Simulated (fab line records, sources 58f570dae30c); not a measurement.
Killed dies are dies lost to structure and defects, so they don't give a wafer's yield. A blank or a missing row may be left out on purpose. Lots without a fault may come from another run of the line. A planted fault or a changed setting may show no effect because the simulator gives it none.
A struck lot beside a sound one | flow berkeley_cmos170 | 43 steps out of a route of 331
Sound: wafers L707.1, L707.2, L707.6. Struck: wafers L713.2, L713.3, L713.4. The cause comes at the end.
At each step with rows: each side's tool, then ch and its chambers, then its first start. Under that, the readings that differ: sound wafers | struck wafers | difference of the means | sigmas: that difference in standard deviations of wafers without a fault.
alike: readings whose means differ by less than 2 such deviations, and words and numbers that are the same on both sides. not compared: withheld readings, readings that some wafer has no value for, bounds like >300 that may hide the same value, and numbers for which the record gives no deviation and whose values overlap.
The two part at a step that has a row with sigmas, a row that says differs or no value, or rows on one side only. Numbers that don't overlap but have no deviation are shown without sigmas and don't part them. A reading that every wafer of one side lacks parts them only if that side has two wafers or more.

first, 6 steps without rows for these wafers: UCB170_M2_COAT_09; UCB170_M2_COAT_10 (resist thk 900 nm); UCB170_M2_SOFTBAKE_11 (time 60 s); UCB170_M2_EXPOSE_12 (exposes mask METAL2, target cd 700 nm); UCB170_M2_PEB_13; UCB170_M2_DEVELOP_14 (develop time 45 s).
UCB170_M2_CD_MEAS_15: target cd 700 nm.
  sound on cd_sem-02, day 7 03:58; struck on cd_sem-01, day 8 06:29
  alike: cd_nm
UCB170_M2_OVL_MEAS_16:
  sound on overlay-01, day 7 04:05; struck on overlay-02, day 8 06:35
  alike: M2_OVL
UCB170_M2_ETCH_17: etches BARC in N2/H2.
  sound on rie_diel-02 ch 0,1,3, day 7 04:07; struck on rie_diel-02 ch 0,1,2, day 8 06:37
  alike: drypump_motor_current_A, oes_product_au, throttle_valve_pct
then, 1 step without rows for these wafers: UCB170_M2_METAL_ETCH_18 (etches Al in Cl2/BCl3, stops on SiO2, target depth 1170 nm, time 195 s).
UCB170_M2_STRIP_19: strips in O2.
  sound on plasma_asher-01 ch 0,1, day 7 04:21; struck on plasma_asher-04 ch 0,1, day 8 06:51
  alike: drypump_motor_current_A, o2_flow_sccm, oes_product_au
  not compared: rf_hours_counter_h
UCB170_M2_CD_MEAS_90: target cd 700 nm.
  sound on cd_sem-01, day 7 04:27; struck on cd_sem-02, day 8 06:58
  reading    | sound       | struck      | difference | sigmas
  cd_nm (nm) | 698 695 697 | 702 708 704 | +8         | +2
UCB170_V2_CVD_00: deposits SiO2 from TEOS/O2, target thk 2000 nm, time 250 s.
  sound on pecvd-01 ch 0,1,2, day 7 04:34; struck on pecvd-01 ch 0,1,2, day 8 07:04
  reading                             | sound          | struck        | difference | sigmas
  model.SiO2_of_V2_CVD_00.thk_nm (nm) | 1979 2007 1980 | 967 949.7 997 | -1017      |
  alike: heater_power_w, susceptor_temp_C
UCB170_V2_THK_MEAS_01:
  sound on film_metro-04, day 7 04:43; struck on film_metro-01, day 8 07:14
  reading          | sound          | struck      | difference | sigmas
  V2_TEOS_THK (nm) | 1979 2005 1978 | 967 949 997 | -1016      | -42
UCB170_V2_CMP_02: polishes SiO2.
  sound on cmp-02 ch 0,2,3, day 7 04:50; struck on cmp-01 ch 1,2,3, day 8 07:23
  alike: edge_zone_pressure_frac, motor_current_A
UCB170_V2_BOW_MEAS_03:
  sound on film_metro-01, day 7 05:05; struck on film_metro-04, day 8 07:43
  alike: V2_BOW
UCB170_V2_THK_MEAS_04:
  sound on film_metro-01, day 7 05:12; struck on film_metro-04, day 8 07:49
  reading              | sound              | struck            | difference | sigmas
  V2_POLISHED_THK (nm) | 999.7 1000.6 999.4 | 966.9 950.5 996.8 | -28.5      | -26
then, 7 steps without rows for these wafers: UCB170_V2_CLEAN_05 (cleans in DIW); UCB170_V2_HMDS_06 (prime time 60 s); UCB170_V2_COAT_07 (resist thk 900 nm); UCB170_V2_SOFTBAKE_08 (time 60 s); UCB170_V2_EXPOSE_09 (exposes mask VIA2, target cd 700 nm); UCB170_V2_PEB_10; UCB170_V2_DEVELOP_11 (develop time 45 s).
UCB170_V2_CD_MEAS_12: target cd 700 nm.
  sound on cd_sem-02, day 7 06:38; struck on cd_sem-02, day 8 09:49
  alike: cd_nm
UCB170_V2_OVL_MEAS_13:
  sound on overlay-01, day 7 06:46; struck on overlay-01, day 8 09:55
  alike: V2_OVL
UCB170_V2_ETCH_14: etches SiO2 in CHF3/CF4/Ar, stops on Al, target depth 1250 nm, time 291 s.
  sound on rie_diel-03 ch 0,1,2, day 7 06:48; struck on rie_diel-04 ch 0,1,3, day 8 09:57
  reading                        | sound            | struck            | difference | sigmas
  model.V2.feature_depth_nm (nm) | 999.6 1000 999.7 | 966.9 949.7 997.3 | -28.5      |
  model.etch.depth_nm (nm)       | 999.6 1000 999.7 | 967 949.7 997     | -29        |
  alike: drypump_motor_current_A, oes_product_au, throttle_valve_pct
  not compared: rf_hours_counter_h
UCB170_V2_STRIP_15: strips in O2.
  sound on plasma_asher-03 ch 0,1, day 7 06:59; struck on plasma_asher-02 ch 0,1, day 8 10:08
  alike: drypump_motor_current_A, o2_flow_sccm, oes_product_au, strip_time_to_endpoint_s
  not compared: rf_hours_counter_h
UCB170_V2_CD_MEAS_90: target cd 700 nm.
  sound on cd_sem-01, day 7 07:05; struck on cd_sem-02, day 8 10:15
  alike: cd_nm
then, 1 step without rows for these wafers: UCB170_M3_PRE_CLEAN_00 (preclean etch time 60 s).
UCB170_M3_SPUTTER_01: material Al, target thk 900 nm, time 120 s.
  sound on pvd_sputter-03, day 7 07:16; struck on pvd_sputter-02, day 8 10:25
  alike: chamber_pressure_pa, throttle_valve_pct
UCB170_M3_RS_MEAS_02: measures by four-point-probe.
  sound on film_metro-03, day 7 07:24; struck on film_metro-04, day 8 10:31
  alike: M3_AL_RS
UCB170_M3_THK_MEAS_03: measures by xrf.
  sound on film_metro-03, day 7 07:31; struck on film_metro-04, day 8 10:38
  alike: M3_AL_THK
then, 9 steps without rows for these wafers: UCB170_M3_HMDS_04 (prime time 60 s); UCB170_M3_COAT_05 (resist thk 900 nm); UCB170_M3_SOFTBAKE_06 (time 60 s); UCB170_M3_STRIP_07 (strips in O2); UCB170_M3_STRIP_08 (strips KrF in DMSO, time 600 s); UCB170_M3_COAT_09; UCB170_M3_COAT_10 (resist thk 900 nm); UCB170_M3_SOFTBAKE_11 (time 60 s); UCB170_M3_EXPOSE_12 (exposes mask METAL3, target cd 700 nm).
UCB170_M3_METAL_ETCH_18: etches Al in Cl2/BCl3, stops on SiO2, target depth 1170 nm, time 195 s.
  sound on rie_metal-03 ch 0,1, day 7 10:06; struck on rie_metal-01 ch 0,1, day 8 13:27
  reading                             | sound             | struck          | difference | sigmas
  model.SiO2_of_V2_CVD_00.thk_nm (nm) | 938.2 938.3 938.3 | 904.5 887.2 933 | -30.0      |
  alike: drypump_motor_current_A, oes_product_au, throttle_valve_pct
  not compared: rf_hours_counter_h

WHERE THEY PART
First at UCB170_M2_CD_MEAS_90; last, within this record, at UCB170_V2_THK_MEAS_04. Later steps at which nothing parts them and some readings are alike: UCB170_V2_CD_MEAS_12, UCB170_V2_OVL_MEAS_13, UCB170_V2_ETCH_14, UCB170_V2_STRIP_15, UCB170_V2_CD_MEAS_90, UCB170_M3_SPUTTER_01, UCB170_M3_RS_MEAS_02, UCB170_M3_THK_MEAS_03, UCB170_M3_METAL_ETCH_18.

WHY: what the simulator had put in
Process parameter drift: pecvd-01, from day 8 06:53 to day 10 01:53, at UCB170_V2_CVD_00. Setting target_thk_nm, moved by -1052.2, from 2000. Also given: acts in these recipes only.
